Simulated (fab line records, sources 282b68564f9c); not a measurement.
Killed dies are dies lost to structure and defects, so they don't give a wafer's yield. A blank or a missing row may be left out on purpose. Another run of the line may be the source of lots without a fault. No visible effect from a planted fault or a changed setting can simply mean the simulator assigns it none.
fab line records -- flow ritCmos
record: lots: 5, wafers: 15, lastDay: 7
route steps=202 shown SILICIDE@167 CONTACT@168 M1@202
lots with no fault: from the same line, run without faults
startH: the number of hours between the record's first day and the start of the first shown wafer of the lot -- waitH: time in hours since the lot's previous step -- " same as the row above -- L1.1+2: several wafers, shown together as one row -- - no value present, or no start provided -- * or withheld: withheld -- < > ~ a bound
route shown NAME@n: a module of which the file shows steps, and the number in the route of the first -- usual: the fault-free wafers' mean and standard deviation -- same: alike in all rows -- chamber/n: place in a boat -- sites: per-site readings -- _std_site: the values' standard deviation -- _edge_site: the outer-site mean with the inner-site mean subtracted -- radiusMm: how far each site lies from the wafer's centre -- mask NAME#n: copy n -- behind: tool/chamber where the wafer was last shaped -- hold: the reason the lot was held/the length of the hold in hours/how it ended -- device: the n, p or np transistor that did not switch -- end of line: the same wafers' tests at the end of the route -- step lacking rows: just its recipe -- killed: dies that structure and defects cost at the first sort, which is not the same as the wafer's yield -- map: dies across one wafer; x = killed, . = not, _ = none there
set.NAME: the setting as run; set.NAME@STEP: as run at that earlier step -- model.NAME: the simulator's own value behind a step, which no gauge read
certain route steps with their lots: each step a table, each wafer a row
services: a tool's chamber out of use, with start hour (startH, from the record's first day; less than 0 if before it), hours out, and reason
== steps ==
step: RIT_SILICIDE_RTA_06
recipe: tempC: 750, timeS: 10, idleTempC: 25, rampUpS: 5, rampDownS: 10, coolToC: 25, ambient: N2
usual: wafer_temp_C_max: 752.2/0.5
lot.wafer,tool,chamber,startH,waitH,wafer_temp_C_max
L454.1,rtpAnneal-01,0,76.89,0.0,752.6
L454.4,rtpAnneal-01,0,76.89,0.0,752.7
L454.6,rtpAnneal-01,0,76.89,0.0,752.4
L464.2,rtpAnneal-01,0,129.36,0.0,751.7
L464.4,rtpAnneal-01,0,129.36,0.0,752.8
L464.6,rtpAnneal-01,0,129.36,0.0,752.0
L468.3,rtpAnneal-01,0,146.81,0.0,752.2
L468.5,rtpAnneal-01,0,146.81,0.0,751.9
L468.6,rtpAnneal-01,0,146.81,0.0,752.5
L470.1,rtpAnneal-01,0,159.15,0.0,751.4
L470.2,rtpAnneal-01,0,159.15,0.0,752.0
L470.5,rtpAnneal-01,0,159.15,0.0,751.9
L471.1,rtpAnneal-02,0,163.70,0.0,752.5
L471.4,rtpAnneal-02,0,163.70,0.0,751.8
L471.6,rtpAnneal-02,0,163.70,0.0,752.0
step: RIT_CONTACT_CVD_00
recipe: material: SiO2, targetThkNm: 400, precursor: TEOS, tempC: 390, timeS: 63.48, rfW: 400
usual: heaterPowerW: 330/61
lot.wafer,tool,chamber,startH,waitH,heaterPowerW
L454.1,pecvd-02,0,76.96,0.1,229
L454.4,pecvd-02,1,76.96,0.1,404
L454.6,pecvd-02,0,76.96,0.1,235
L464.2,pecvd-01,2,129.41,0.0,394
L464.4,pecvd-01,1,129.41,0.0,300
L464.6,pecvd-01,1,129.41,0.0,314
L468.3,pecvd-03,1,146.85,0.0,262
L468.5,pecvd-03,2,146.85,0.0,254
L468.6,pecvd-03,0,146.85,0.0,358
L470.1,pecvd-01,2,159.22,0.1,406
L470.2,pecvd-01,1,159.22,0.1,392
L470.5,pecvd-01,1,159.22,0.1,322
L471.1,pecvd-03,2,163.76,0.1,272
L471.4,pecvd-03,0,163.76,0.1,364
L471.6,pecvd-03,2,163.76,0.1,288
step: RIT_CONTACT_THK_MEAS_01
recipe: reads: SiO2_of_CONTACT_CVD_00
usual: CONTACT_TEOS_THK: 417/5.1
lot.wafer,tool,chamber,startH,waitH,CONTACT_TEOS_THK[nm]
L454.1,filmMetro-02,-,77.01,0.0,406
L454.4,filmMetro-02,-,77.01,0.0,428
L454.6,filmMetro-02,-,77.01,0.0,415
L464.2,filmMetro-04,-,129.50,0.1,412
L464.4,filmMetro-04,-,129.50,0.1,418
L464.6,filmMetro-04,-,129.50,0.1,423
L468.3,filmMetro-02,-,146.92,0.0,415
L468.5,filmMetro-02,-,146.92,0.0,414
L468.6,filmMetro-02,-,146.92,0.0,416
L470.1,filmMetro-02,-,159.30,0.1,405
L470.2,filmMetro-02,-,159.30,0.1,418
L470.5,filmMetro-02,-,159.30,0.1,423
L471.1,filmMetro-04,-,163.81,0.0,414
L471.4,filmMetro-04,-,163.81,0.0,423
L471.6,filmMetro-04,-,163.81,0.0,416
step: RIT_CONTACT_HMDS_02
recipe: primeTimeS: 60, primeTempC: 140
step: RIT_CONTACT_COAT_03
recipe: resist: NOVOLAK, spinRpm: 3250, resistThkNm: 1000
step: RIT_CONTACT_SOFTBAKE_04
recipe: resist: NOVOLAK, tempC: 90, timeS: 60
step: RIT_CONTACT_EXPOSE_05
recipe: maskId: M11, na: 0.6, sourceShape: conventional, sigmaOuter: 0.5, targetCdNm: 1000, doseMj: 250
step: RIT_CONTACT_PEB_06
recipe: resist: NOVOLAK, tempC: withheld, timeS: withheld
step: RIT_CONTACT_DEVELOP_07
recipe: resist: NOVOLAK, developTimeS: 120, devTempC: 23
step: RIT_CONTACT_CD_MEAS_08
recipe: targetCdNm: 1000
usual: cdNm: 999.7/2.4
lot.wafer,tool,chamber,startH,waitH,cdNm
L454.1,cdSem-01,-,78.16,-,1002.5
L454.4,cdSem-01,-,78.16,-,1002.4
L454.6,cdSem-01,-,78.16,-,1000.8
L464.2,cdSem-02,-,130.53,-,999.7
L464.4,cdSem-02,-,130.53,-,998.6
L464.6,cdSem-02,-,130.53,-,999.4
L468.3,cdSem-01,-,147.97,-,1003.2
L468.5,cdSem-01,-,147.97,-,1003.3
L468.6,cdSem-01,-,147.97,-,1002.2
L470.1,cdSem-01,-,160.45,-,1002.5
L470.2,cdSem-01,-,160.45,-,1005.8
L470.5,cdSem-01,-,160.45,-,1003.4
L471.1,cdSem-02,-,164.96,-,997.6
L471.4,cdSem-02,-,164.96,-,996.4
L471.6,cdSem-02,-,164.96,-,997.5
step: RIT_CONTACT_OVL_MEAS_09
usual: CONTACT_OVL: 0.2/1.3
lot.wafer,tool,chamber,startH,waitH,CONTACT_OVL[nm]
L454.1,overlay-02,-,78.28,0.1,0.1
L454.4,overlay-02,-,78.28,0.1,-0.5
L454.6,overlay-02,-,78.28,0.1,0.2
L464.2,overlay-01,-,130.64,0.1,-0.4
L464.4,overlay-01,-,130.64,0.1,-0.6
L464.6,overlay-01,-,130.64,0.1,-1.2
L468.3,overlay-01,-,148.06,0.1,-0.2
L468.5,overlay-01,-,148.06,0.1,0.3
L468.6,overlay-01,-,148.06,0.1,0.8
L470.1,overlay-02,-,160.57,0.1,-1.1
L470.2,overlay-02,-,160.57,0.1,0.2
L470.5,overlay-02,-,160.57,0.1,0.3
L471.1,overlay-01,-,165.08,0.1,1.7
L471.4,overlay-01,-,165.08,0.1,0.5
L471.6,overlay-01,-,165.08,0.1,1.1
step: RIT_CONTACT_HARDBAKE_10
recipe: resist: NOVOLAK, tempC: 140, timeS: 60
step: RIT_CONTACT_ETCH_11
recipe: targetDepthA: 4800, overEtchFrac: 0.2, stopOn: TiSi2, chemistry: CHF3/CF4/Ar, target: SiO2, CHF3_flow_sccm: 50, cf4FlowSccm: 10, Ar_flow_sccm: 100, O2_flow_sccm: 5, pressureMtorr: 100, rfW: 200, timeS: 320
usual: O2_flow_sccm: 4.998/0.017, drypumpMotorCurrentA: 5.8/0.41, oesProductAu: 0.991/0.02, runLengthS: 348.5/0.46, throttleValvePct: 8.82/0.081
lot.wafer,tool,chamber,startH,waitH,O2_flow_sccm,drypumpMotorCurrentA,oesProductAu,rfHoursCounterH,runLengthS,throttleValvePct,model.NOVOLAK_of_CONTACT_COAT_03.thkNm
L454.1,rieDiel-04,1,78.47,0.1,5.025,6.2,1.011,72,348.8,8.72,768.7
L454.4,rieDiel-04,3,78.47,0.1,5.010,5.7,0.967,29,347.9,8.94,772.6
L454.6,rieDiel-04,2,78.47,0.1,4.994,6.2,0.964,-,400.5,8.68,747.6
L464.2,rieDiel-03,2,130.82,0.1,4.978,5.8,0.976,130,348.7,8.90,762.1
L464.4,rieDiel-03,3,130.82,0.1,4.998,4.8,0.990,70,348.7,8.85,768.8
L464.6,rieDiel-03,2,130.82,0.1,4.987,5.8,0.978,-,349.4,8.91,764.2
L468.3,rieDiel-03,3,148.24,0.1,4.990,4.8,0.986,71,349.1,8.85,766.7
L468.5,rieDiel-03,1,148.24,0.1,5.018,6.0,0.969,-,348.9,8.80,766.1
L468.6,rieDiel-03,2,148.24,0.1,5.016,5.8,0.982,-,349.2,8.89,761.9
L470.1,rieDiel-03,2,160.82,0.1,5.003,5.8,0.987,130,348.6,8.90,767.1
L470.2,rieDiel-03,0,160.82,0.1,5.003,5.6,1.013,7,347.8,8.84,770.5
L470.5,rieDiel-03,1,160.82,0.1,4.972,5.9,0.973,-,349.1,8.81,769.4
L471.1,rieDiel-04,3,165.27,0.1,5.002,5.7,0.980,31,348.1,8.94,768.3
L471.4,rieDiel-04,3,165.27,0.1,5.034,5.8,0.975,-,347.8,8.93,765.5
L471.6,rieDiel-04,0,165.27,0.1,4.994,6.2,1.021,-,347.9,8.81,764
step: RIT_CONTACT_STRIP_12
recipe: chemistry: O2, timeS: 180, resist: NOVOLAK, platenTempC: withheld, powerW: 500, pressureMtorr: 4000, o2FlowSccm: 4000
usual: drypumpMotorCurrentA: 5.9/0.37
lot.wafer,tool,chamber,startH,waitH,drypumpMotorCurrentA,rfHoursCounterH
L454.1,plasmaAsher-04,0,78.66,0.1,5.6,43
L454.4,plasmaAsher-04,0,78.66,0.1,5.6,-
L454.6,plasmaAsher-04,1,78.66,0.1,6.4,-
L464.2,plasmaAsher-02,0,131.01,0.1,5.6,36
L464.4,plasmaAsher-02,0,131.01,0.1,5.6,-
L464.6,plasmaAsher-02,1,131.01,0.1,5.5,-
L468.3,plasmaAsher-03,1,148.49,0.2,5.7,-
L468.5,plasmaAsher-03,1,148.49,0.2,5.7,-
L468.6,plasmaAsher-03,0,148.49,0.2,6.4,-
L470.1,plasmaAsher-02,1,161.01,0.1,5.5,39
L470.2,plasmaAsher-02,0,161.01,0.1,5.7,39
L470.5,plasmaAsher-02,0,161.01,0.1,5.6,-
L471.1,plasmaAsher-03,0,165.46,0.1,6.4,55
L471.4,plasmaAsher-03,1,165.46,0.1,5.7,-
L471.6,plasmaAsher-03,1,165.46,0.1,5.7,-
step: RIT_M1_PROBE_99
usual: killedAtContacts: 0.1/0.25, killedAtFrontEnd: 6.3/2.9, killedDies: 6.4/2.8, killedOpen: 3.3/2, killedShort: 3.1/2
same: grossDies: 264, killed_at_M0_to_M3: 0, killed_at_M4_up: 0, killedAtBackSide: 0, killedAtOther: 0
lot.wafer,tool,chamber,startH,waitH,killedAtContacts,killedAtFrontEnd,killedDies,killedOpen,killedShort,model.etest.nmos_0p15.junctionLog10AUm,model.etest.nmosNarrow.offLog10AUm,model.etest.nmos_0p3.offLog10AUm,model.etest.gateEndArray.leakLog10AUm,model.etest.antennaContact.vtShiftV
L454.1,prober-02,-,83.56,0.1,0,8,8,2,6,-13.38,-13.36,-13.09,-13.01,-0.01191
L454.4,prober-02,-,83.71,0.2,0,4,4,3,1,-13.54,-13.36,-13.16,-12.99,-0.002941
L454.6,prober-02,-,83.81,0.2,0,9,9,2,7,-13.06,-12.93,-12.95,-12.69,-0.02562
L464.2,prober-01,-,136.09,0.1,0,3,3,2,1,-13.5,-13.09,-13.11,-12.97,-0.008137
L464.4,prober-01,-,136.19,0.2,0,6,6,5,1,-13.73,-13.26,-13.06,-12.93,-0.006849
L464.6,prober-01,-,136.29,0.2,0,7,7,3,4,-13.53,-13.18,-13.06,-12.96,-0.01205
L468.3,prober-01,-,153.21,0.2,0,5,5,2,3,-13.41,-13.23,-13.05,-12.82,-0.006717
L468.5,prober-01,-,153.31,0.2,1,4,5,0,5,-13.39,-13.07,-13.06,-12.99,-0.01002
L468.6,prober-01,-,153.36,0.2,0,2,2,1,1,-13.55,-13.14,-12.87,-12.74,-0.01475
L470.1,prober-01,-,165.99,0.1,0,12,12,11,1,-13.57,-13.01,-13.09,-12.92,-0.01516
L470.2,prober-01,-,166.04,0.1,0,11,11,6,5,-13.45,-13.24,-13.03,-12.95,-0.01521
L470.5,prober-01,-,166.19,0.2,0,8,8,5,3,-13.63,-13.09,-13.02,-12.88,-0.008172
L471.1,prober-02,-,170.25,0.1,0,10,10,7,3,-13.64,-13.3,-13.08,-12.92,-0.008614
L471.4,prober-02,-,170.40,0.2,0,11,11,5,6,-13.59,-13.16,-12.95,-12.73,-0.006472
L471.6,prober-02,-,170.50,0.2,0,4,4,2,2,-13.54,-13.19,-13.06,-12.96,-0.01002
killed by level:class
L454.1 GATE:geometricParticle:short=2 FOX1:geometricParticle:short=1 GATE:geometricParticle:open=1 REOX:geometricParticle:open=1 REOX:geometricParticle:short=1 SPACER:geometricParticle:short=1 SILICIDE:geometricParticle:short=1
L454.4 GATE:geometricParticle:open=3 SPACER:geometricParticle:short=1
L454.6 REOX:geometricParticle:short=2 FOX1:geometricParticle:short=1 FOX2:geometricParticle:short=1 GATE:geometricParticle:short=1 REOX:geometricParticle:open=1 SPACER:geometricParticle:short=1 SILICIDE:geometricParticle:open=1 SILICIDE:geometricParticle:short=1
L464.2 GATE:geometricParticle:open=1 GATE:geometricParticle:short=1 SPACER:geometricParticle:open=1
L464.4 GATE:geometricParticle:open=4 REOX:geometricParticle:short=1 SILICIDE:geometricParticle:open=1
L464.6 FOX1:geometricParticle:short=2 GATE:geometricParticle:short=2 FOX1:geometricParticle:open=1 REOX:geometricParticle:open=1 SPACER:geometricParticle:open=1
L468.3 SILICIDE:geometricParticle:short=3 FOX2:geometricParticle:open=1 SILICIDE:geometricParticle:open=1
L468.5 SILICIDE:geometricParticle:short=2 GATE:geometricParticle:short=1 SPACER:geometricParticle:short=1 CONTACT:geometricParticle:short=1
L468.6 GATE:geometricParticle:open=1 SILICIDE:geometricParticle:short=1
L470.1 GATE:geometricParticle:open=5 SPACER:geometricParticle:open=4 REOX:geometricParticle:open=2 REOX:geometricParticle:short=1
L470.2 GATE:geometricParticle:open=4 FOX1:geometricParticle:short=1 FOX2:geometricParticle:short=1 GATE:geometricParticle:short=1 REOX:geometricParticle:short=1 REOX:geometricParticle:open=1 SPACER:geometricParticle:open=1 SILICIDE:geometricParticle:short=1
L470.5 SPACER:geometricParticle:open=2 FOX2:geometricParticle:open=1 FOX2:geometricParticle:short=1 GATE:geometricParticle:open=1 REOX:geometricParticle:short=1 SPACER:geometricParticle:short=1 SILICIDE:geometricParticle:open=1
L471.1 FOX1:geometricParticle:open=2 SILICIDE:geometricParticle:open=2 FOX1:geometricParticle:short=1 FOX2:geometricParticle:open=1 GATE:geometricParticle:short=1 GATE:geometricParticle:open=1 REOX:geometricParticle:short=1 REOX:geometricParticle:open=1
L471.4 FOX1:geometricParticle:short=4 GATE:geometricParticle:open=2 REOX:geometricParticle:open=2 GATE:geometricParticle:short=1 REOX:geometricParticle:short=1 SPACER:geometricParticle:open=1
L471.6 REOX:geometricParticle:open=2 SILICIDE:geometricParticle:short=2
== services ==
tool,chamber,startH,hours,kind
rieDiel-03,3,55.04,15.0,repair
plasmaAsher-03,-,59.40,2.3,repair
rieDiel-04,-,65.34,1.1,repair
pecvd-03,-,66.64,2.3,repair
rtpAnneal-02,-,73.83,1.1,pm
rieDiel-03,1,81.72,18.8,repair
pecvd-01,2,91.39,12.9,repair
pecvd-03,1,95.04,-,calibration
rieDiel-03,-,97.19,2.8,pm
pecvd-01,-,101.97,5.5,pm
rieDiel-03,2,107.50,12.0,repair
plasmaAsher-04,-,108.75,9.0,pm
plasmaAsher-04,0,108.75,9.0,ventCycle
plasmaAsher-04,1,108.75,9.0,ventCycle
plasmaAsher-04,0,117.75,-,clean
plasmaAsher-04,1,117.75,-,clean
pecvd-03,-,135.77,0.8,repair
pecvd-02,-,157.32,0.5,repair
rieDiel-04,1,164.75,4.5,repair
== key ==
firstSign: step: RIT_CONTACT_ETCH_11, reading: runLengthS, direction: up, sigmas: 99+, usual: *, struck: *
effect none on later readings
modelEffect: step: RIT_CONTACT_ETCH_11, value: NOVOLAK_of_CONTACT_COAT_03.thkNm, without: 766.6, struck: 747.6
modelEffect: step: RIT_M1_PROBE_99, value: etest.nmos_0p15.junctionLog10AUm, without: -13.45, struck: -13.06
metAt RIT_CONTACT_ETCH_11
struckWafers L454.6
testerLeftOut L454
fault: kind: processParameterDrift, tool: rieDiel-04, chamber: 2, onsetH: 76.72, steps: RIT_CONTACT_ETCH_11, channel: timeS, offset: *, shape: step, endH: 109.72, actsIn: *, stated: *
testerLeftOut: of these lots the tester's yield and bins aren't shown, on N5 and GAA mostly nor the transistor test; their killed dies are dies lost to structure and defects alone, not to doping, threshold or leakage, so they don't give the yield
